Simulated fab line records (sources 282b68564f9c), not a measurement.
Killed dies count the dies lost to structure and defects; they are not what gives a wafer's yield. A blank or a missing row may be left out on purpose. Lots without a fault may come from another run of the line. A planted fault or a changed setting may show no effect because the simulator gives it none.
Chamber matching -- flow ritCmos -- RIT_GATE_ETCH_19 on rieSi-02 has 4 sister chambers
The step etches poly-Si in SF6/CHF3/O2, stops on SiO2, time 165 s, target depth 312.5 nm. 14 wafers are shown with their chamber, then 7 later ones without.

## WAFERS PAIRED WITH THEIR CHAMBERS
wafer,chamber,throttleValvePct (%),oesProductAu (a.u.)
L418.1,2,10.06,0.871
L418.2,0,10.22,0.859
L418.5,0,10.22,0.860
L420.1,1,10.28,0.841
L420.3,2,10.05,0.863
L420.6,1,10.28,0.837
L422.1,2,10.06,0.859
L422.2,3,10.51,0.859
L422.4,1,10.29,0.844
L428.1,3,10.52,0.862
L428.3,2,10.06,0.873
L428.6,0,10.22,0.866
L430.1,3,10.51,0.860
L430.2,0,10.20,0.858

SIGNATURES (means of the wafers above)
reading,chamber 0,chamber 1,chamber 2,chamber 3,scatter within a chamber
throttleValvePct,10.2150,10.2833,10.0575,10.5133,0.00713
oesProductAu,0.86075,0.84067,0.86650,0.86033,0.00446
Rule: for a wafer and a chamber, the distance is found by dividing, reading by reading, the gap between the wafer's reading and the chamber's mean by the reading's scatter, squaring, summing and taking the root. If the next closest chamber is less than 2 further off than the closest, the wafer can't be placed; otherwise it belongs to the closest. The scatter: take each reading less its chamber's mean, square it, sum over the shown wafers, divide by the number of wafers less the number of chambers, and take the root.

## WAFERS MISSING THEIR CHAMBER
wafer,throttleValvePct (%),oesProductAu (a.u.)
L430.6,10.28,0.835
L432.3,10.08,0.859
L432.4,10.19,0.852
L432.5,10.28,0.829
L440.2,10.52,0.866
L440.3,10.05,0.855
L440.5,10.05,0.851

## WHICH CHAMBER EACH ONE RAN IN
wafer,from the rows above,in truth
L430.6,1,1
L432.3,2,2
L432.4,0,0
L432.5,1,1
L440.2,3,3
L440.3,2,2
L440.5,2,2
Placed correctly: 7 of 7. Can't be placed from these rows: 0. Placed wrongly: 0.
